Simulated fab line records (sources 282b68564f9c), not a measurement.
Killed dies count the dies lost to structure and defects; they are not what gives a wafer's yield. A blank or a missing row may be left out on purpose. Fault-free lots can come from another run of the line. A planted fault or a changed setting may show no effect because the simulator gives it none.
2 desks, one fault ; flow rit-cmos ; every desk sees just its own numbers, and what lay behind them comes last

AT THE METROLOGY DESK
What the gauges read for every lot (on any tool): the sampled wafers with a number, averaged. Marked OUT: a lot whose mean sits more than 4 standard deviations from the usual mean, which makes it out of limits; the brackets give that distance.
Columns: A = cd-nm at RIT_ACTIVE_CD_MEAS_90, usual 1399.9 nm; B = NWELL_TW at RIT_NWELL_TW_MEAS_10, usual 2124
lot;first seen here;A;B
L392;day 1 17:09;1402.0;2116
L393;day 1 22:24;1397.6;2145
L394;day 2 01:01;1401.8;2136
L395;day 2 06:08;1400.2;2104
L396;day 2 11:09;1402.3;2144
L398;day 2 21:09;1397.1;2120
L404;day 4 03:02;1402.5;2104
L405;day 4 08:10;1399.1;2102
L407;day 4 18:01;1396.3;2156
L408;day 4 23:09;1398.9;2149
L409;day 5 04:08;1396.1;2098
L410;day 5 09:01;1400.9;2089
L411;day 5 14:02;1403.4;2128
L413;day 6 01:28;1403.9;2123
This desk's finding: nothing out of limits on any of the 14 lots.

AT THE TOOL OWNER'S DESK: wet-bench-03
The tool's own readings at RIT_SILICIDE_WET_ETCH_05 (etches Ti in SPM, time 120 s): means of the sampled wafers that have a number, for each lot that ran on this tool. Marked OUT: a lot whose mean sits more than 4 standard deviations from the usual mean, which makes it out of limits; the brackets give that distance.
Columns: A = run-length-s at RIT_SILICIDE_WET_ETCH_05, usual 148 s
lot;first seen here;A
L392;day 3 05:04;146
L393;day 3 08:59;147
L404;day 5 13:49;103 (-14) OUT
L405;day 5 18:32;104 (-14) OUT
This desk's verdict: out of limits on L404, L405, starting with L404 at day 5 13:49 (run-length-s at RIT_SILICIDE_WET_ETCH_05). In limits: L392, L393.

TAKEN TOGETHER
At day 5 13:49, on L404, L405, the tool owner's desk was in a position to raise an alarm.
The metrology desk saw nothing out of limits.
The metrology desk holds a record of L404, L405, inside its limits.
The lots listed all ran RIT_SILICIDE_WET_ETCH_05 on wet-bench-03.

WHAT THE SIMULATOR HAD PUT IN
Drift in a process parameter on wet-bench-03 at RIT_SILICIDE_WET_ETCH_05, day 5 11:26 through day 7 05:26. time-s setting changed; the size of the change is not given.
Struck lots among those shown: L404, L405.
Delay in hours, fault start to first out-of-limits reading, by desk: the tool owner's desk at 2.
